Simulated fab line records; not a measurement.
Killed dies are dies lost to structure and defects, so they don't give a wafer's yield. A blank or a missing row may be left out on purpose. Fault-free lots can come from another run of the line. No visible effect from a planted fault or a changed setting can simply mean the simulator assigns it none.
A lot that was struck, set against a sound lot :: flow ritCmos :: 15 out of 202 route steps
Sound: wafers L312.2, L312.3, L312.5. Struck: wafers L322.3, L322.5, L322.6. The cause is named last.
Order at every step that has rows: each side's tool, ch and its chambers, its first start. Under that, the readings that differ: sound wafers :: struck wafers :: difference of the means :: sigmas: that difference in standard deviations of wafers without a fault.
alike: words and numbers the same on both sides, and readings whose means are apart by under 2 such deviations; not compared: readings that were withheld, readings missing a value for some wafer, numbers with overlapping values and no deviation given by the record, and bounds like >300 which may hide the same value.
A row with sigmas, a row that says differs or no value, or rows on one side alone: a step with any of these is where the two part. Non-overlapping numbers with no deviation appear without sigmas and do not part them. A reading that every wafer of one side lacks parts them only if that side has two wafers or more.

first, 1 step without rows for these wafers: RIT_NLDD_IMPLANT_08.
RIT_NLDD_STRIP_09: strips in O2, time 180 s.
  sound on plasmaAsher-03 ch 0,1, day 5 03:38; struck on plasmaAsher-01 ch 0,1, day 7 07:35
  alike: drypumpMotorCurrentA, o2FlowSccm
  not compared: rfHoursCounterH
RIT_NLDD_TW_MEAS_10:
  sound: filmMetro-04 at day 5 03:49; struck: filmMetro-04 at day 7 07:43
  alike: NLDD_TW
then, 6 steps without rows for these wafers: RIT_PLDD_HMDS_00 (prime time 60 s); RIT_PLDD_COAT_01 (resist thk 1000 nm); RIT_PLDD_SOFTBAKE_02 (time 60 s); RIT_PLDD_EXPOSE_03 (exposes mask M8, target cd 40900 nm); RIT_PLDD_PEB_04; RIT_PLDD_DEVELOP_05 (develop time 50 s).
RIT_PLDD_OVL_MEAS_06:
  sound: overlay-01 at day 5 04:43; struck: overlay-02 at day 7 08:37
  alike: PLDD_OVL
then, 2 steps without rows for these wafers: RIT_PLDD_HARDBAKE_07 (time 60 s); RIT_PLDD_IMPLANT_08.
RIT_PLDD_STRIP_09: strips in O2, time 180 s.
  sound on plasmaAsher-01 ch 0,1, day 5 05:03; struck on plasmaAsher-01 ch 0,1, day 7 09:01
reading: o2FlowSccm (sccm)
sound: 4021 3983 3985
struck: 3196 3200 3184
difference: -803
sigmas: -67
  alike: drypumpMotorCurrentA
  not compared: rfHoursCounterH
RIT_PLDD_TW_MEAS_10:
  sound: filmMetro-04 at day 5 05:23; struck: filmMetro-02 at day 7 09:08
  alike: PLDD_TW
RIT_M1_PROBE_99:
  sound: prober-02 at day 5 19:09; struck: prober-02 at day 7 22:53
  alike: killedAtContacts, killedAtFrontEnd, killedDies, killedOpen, killedShort

## WHERE THEY PART
Only at RIT_PLDD_STRIP_09, as far as this record shows. Later steps at which nothing parts them and some readings are alike: RIT_PLDD_TW_MEAS_10, RIT_M1_PROBE_99.

WHY: whatever the simulator had introduced
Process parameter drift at RIT_PLDD_STRIP_09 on plasmaAsher-01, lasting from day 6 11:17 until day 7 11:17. A move of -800 in setting o2FlowSccm, from 4000. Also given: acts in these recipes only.
